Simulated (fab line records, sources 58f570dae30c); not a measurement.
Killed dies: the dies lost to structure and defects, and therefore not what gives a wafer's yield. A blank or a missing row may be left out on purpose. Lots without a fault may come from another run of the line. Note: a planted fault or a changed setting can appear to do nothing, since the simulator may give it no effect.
Check of tool commonality	flow berkeley cmos170	14 lots, 42 wafers sampled

## THE REASON FOR OPENING IT
2 of 14 lots carry a flag on the reading PSD_RS at UCB170_SDANNEAL_RS_MEAS_02. Wafers without a fault read 75.54 ohm/sq, standard deviation 0.27.
Rule: flag the lot when none of its wafers has a number, or when each of its wafers that has one lies beyond 4 standard deviations from that mean. As for the other lots, they are considered sound.

lot	measured	on	PSD_RS (ohm/sq), wafer by wafer	flag
L436	day 6 11:21	film metro-01	75.54 75.39 75.39	
L437	day 6 11:35	film metro-02	75.92 75.55 75.98	
L438	day 7 11:31	film metro-03	75.59 75.34 75.53	
L440	day 7 11:55	film metro-01	75.39 75.14 75.56	
L441	day 7 12:15	film metro-03	76.84 76.97 77.03	FLAGGED
L444	day 8 14:49	film metro-03	77.31 76.97 77.38	FLAGGED
L443	day 8 15:50	film metro-03	75.47 75.22 75.18	
L452	day 9 17:11	film metro-03	75.61 75.19 75.54	
L448	day 9 17:25	film metro-01	75.65 75.78 75.95	
L454	day 10 07:43	film metro-01	75.41 74.90 75.02	
L455	day 10 15:58	film metro-01	75.23 74.90 75.50	
L458	day 11 09:29	film metro-03	76.08 75.65 75.76	
L457	day 11 09:33	film metro-01	75.58 75.53 75.74	
L456	day 11 09:58	film metro-01	75.06 75.27 75.39	
On average the flagged lots' numbers are 77.08 ohm/sq, which is +1.54 ohm/sq against the usual, or +6 standard deviations.

## TOOL THAT RAN EACH LOT
The record holds 2 process steps before the reading, out of a route of 331 steps. Cell contents, in order: the tool; ch with the chambers the sampled wafers went through; the start.
lot	flag	UCB170_PSD_IMPLANT_08	UCB170_PSD_STRIP_09
L436		implanter-02 ch 0, day 6 08:07	plasma asher-03 ch 0,1, day 6 08:16
L437		implanter-04 ch 0, day 6 08:21	plasma asher-03 ch 0,1, day 6 08:30
L438		implanter-04 ch 0, day 7 08:28	plasma asher-01 ch 0,1, day 7 08:35
L440		implanter-02 ch 0, day 7 08:43	plasma asher-02 ch 0,1, day 7 08:52
L441	FLAGGED	implanter-04 ch 0, day 7 09:02	plasma asher-01 ch 0,1, day 7 09:10
L444	FLAGGED	implanter-04 ch 0, day 8 11:22	plasma asher-03 ch 0,1, day 8 11:31
L443		implanter-01 ch 0, day 8 11:55	plasma asher-01 ch 0,1, day 8 12:04
L452		implanter-01 ch 0, day 9 13:51	plasma asher-01 ch 1, day 9 14:04
L448		implanter-02 ch 0, day 9 14:01	plasma asher-03 ch 0,1, day 9 14:10
L454		implanter-01 ch 0, day 10 03:49	plasma asher-03 ch 0,1, day 10 03:56
L455		implanter-01 ch 0, day 10 12:20	plasma asher-03 ch 0,1, day 10 12:27
L458		implanter-02 ch 0, day 11 04:17	plasma asher-02 ch 0, day 11 04:26
L457		implanter-02 ch 0, day 11 03:59	plasma asher-02 ch 0,1, day 11 04:06
L456		implanter-04 ch 0, day 11 04:11	plasma asher-01 ch 0,1, day 11 04:20
What is done by these steps:
- UCB170_PSD_IMPLANT_08
- UCB170_PSD_STRIP_09: strips in O2.
- UCB170_SDANNEAL_RS_MEAS_02: measures by four-point-probe.

## FLAGGED OVER TOTAL, TOOL BY TOOL (the gauges that took the reading come last)
step	tool	lots run	flagged	share of the flagged lots	sound lots run after its first flagged lot
UCB170_PSD_IMPLANT_08	implanter-01	4	0	none	-
UCB170_PSD_IMPLANT_08	implanter-02	5	0	none	-
UCB170_PSD_IMPLANT_08	implanter-04	5	2	all	1 (L456)
UCB170_PSD_STRIP_09	plasma asher-01	5	1	some	3 (L443,L452,L456)
UCB170_PSD_STRIP_09	plasma asher-02	3	0	none	-
UCB170_PSD_STRIP_09	plasma asher-03	6	1	some	3 (L448,L454,L455)
UCB170_SDANNEAL_RS_MEAS_02	film metro-01	7	0	none	-
UCB170_SDANNEAL_RS_MEAS_02	film metro-02	1	0	none	-
UCB170_SDANNEAL_RS_MEAS_02	film metro-03	6	2	all	3 (L443,L452,L458)

## THE TABLE: WHAT IT ALLOWS
Every flagged lot went through 2 rows of the table: implanter-04 at UCB170_PSD_IMPLANT_08 and film metro-03 at UCB170_SDANNEAL_RS_MEAS_02.
- implanter-04 at UCB170_PSD_IMPLANT_08: 2 of its 5 lots flagged. Lots that were sound ran on it after the first flagged one (L456); a persistent fault on the entire tool would not allow that. Its own readings (dose ions cm2) fall more than 4 standard deviations out on all wafers of the flagged lots.
- film metro-03 at UCB170_SDANNEAL_RS_MEAS_02: 2 of its 6 lots flagged. Lots that were sound ran on it after the first flagged one (L443, L452, L458); a persistent fault on the entire tool would not allow that.
Every row of the table either missed a flagged lot or ran a sound lot after the first.

## WHAT THE SIMULATOR HAD PUT IN
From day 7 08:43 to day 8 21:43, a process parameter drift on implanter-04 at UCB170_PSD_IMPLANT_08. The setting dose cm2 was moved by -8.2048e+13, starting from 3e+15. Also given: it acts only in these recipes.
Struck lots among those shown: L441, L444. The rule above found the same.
